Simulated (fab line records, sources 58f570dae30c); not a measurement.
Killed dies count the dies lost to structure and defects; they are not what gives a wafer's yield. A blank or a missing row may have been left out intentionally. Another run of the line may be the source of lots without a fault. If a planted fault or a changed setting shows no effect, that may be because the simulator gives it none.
8D (eight disciplines) problem report, filled in by code + flow berkeleyCmos170 + the parts of the form that need people (team, actions taken, sign-off) are left out

== 1. THE PROBLEM ==
Mean PLDD_RS at UCB170_SDANNEAL_RS_MEAS_04: 1054.2 ohm/sq over 6 wafers in 2 lots; fault-free wafers: 1031.5 ohm/sq, standard deviation 2.9. That is +7.8 standard deviations from the usual mean.
The step: measures by four-point-probe.
First observed at day 8 14:16: wafer L471.1, on filmMetro-02. The record has a number at this step for 42 wafers belonging to 14 lots. By rule, "out" or "out of limits" means more than 4 standard deviations away from the usual mean. Any other wafer with a number is counted as sound.

== 2. WHAT IT IS, AND WHAT IT ISN'T ==
| question                    | is                         | is not                                                                                                         |
|-----------------------------|----------------------------|----------------------------------------------------------------------------------------------------------------|
| which readings at this step | PLDD_RS                    | -                                                                                                              |
| which lots                  | L471, L474                 | L463, L464, L465, L468, L477, L478, L479, L480, L482, L483, L484, L486                                         |
| which wafers of those lots  | all that have a number     | -                                                                                                              |
| read on which gauges        | filmMetro-01, filmMetro-02 | filmMetro-03                                                                                                   |
| when                        | from day 8 14:16           | up to then (12 sound wafers); but 24 sound wafers of L477, L478, L479, L480, L482, L483, L484, L486 came after |

== 3. SUSPECTS, AND WHAT RULES EACH OUT ==
Counting: a tool at any process step up to the reading remains a suspect when it ran all the lots that are out and ran no sound lot after the first of those.
- the gauge at UCB170_SDANNEAL_RS_MEAS_04 has been ruled out. 2 gauges (filmMetro-01, filmMetro-02) read the wafers that are out.
- implanter-01 at UCB170_PLDD_IMPLANT_09: kept. All lots that are out passed through it, beginning with L471 at day 8 02:56, and no sound lot followed; its final sound lot before that point was L463 at day 6 00:49. Out on those wafers are its own readings of doseIonsCm2.
After counting, what remains is implanter-01 at UCB170_PLDD_IMPLANT_09.

== 4. THE CAUSE (what the simulator had put in) ==
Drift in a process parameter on implanter-01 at UCB170_PLDD_IMPLANT_09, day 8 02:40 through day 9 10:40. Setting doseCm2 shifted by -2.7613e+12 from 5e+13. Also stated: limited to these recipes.
Counting left only this tool.

== 5. THE CHAIN OF EFFECTS, in route order ==
Each row: a reading where the mean over the struck wafers with a number is more than 3 standard deviations away from the usual. Scope: only readings with a usual standard deviation given in the record; hours: median across lots of the time from each lot's start at the first step in this table that gives one to its start at this step; sigmas: change in usual standard deviations.
| hours | step                       | reading     | usual         | on struck wafers | change | sigmas |
|-------|----------------------------|-------------|---------------|------------------|--------|--------|
| 0     | UCB170_PLDD_IMPLANT_09     | doseIonsCm2 | 5e+13         | 5e+13            | -3e+12 | -50    |
| 12    | UCB170_SDANNEAL_RS_MEAS_04 | PLDD_RS     | 1031.5 ohm/sq | 1054.2           | +22.8  | +7.8   |
It contains these process steps:
- UCB170_PLDD_IMPLANT_09

== 6. WHAT WOULD HAVE CAUGHT IT SOONER ==
In this record the first reading out of limits at a measuring or inspecting step was taken at day 8 14:16, 12 hours after the fault began at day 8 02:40.
At UCB170_PLDD_IMPLANT_09, the tool's own readings (doseIonsCm2) were out on each struck wafer the step has a row for, so an alarm limit on them would have fired on the first such wafer.
All the lots that are out (2) had begun UCB170_PLDD_IMPLANT_09 on implanter-01 by day 8 14:16. None of them would have been spared by holding the tool at that moment.
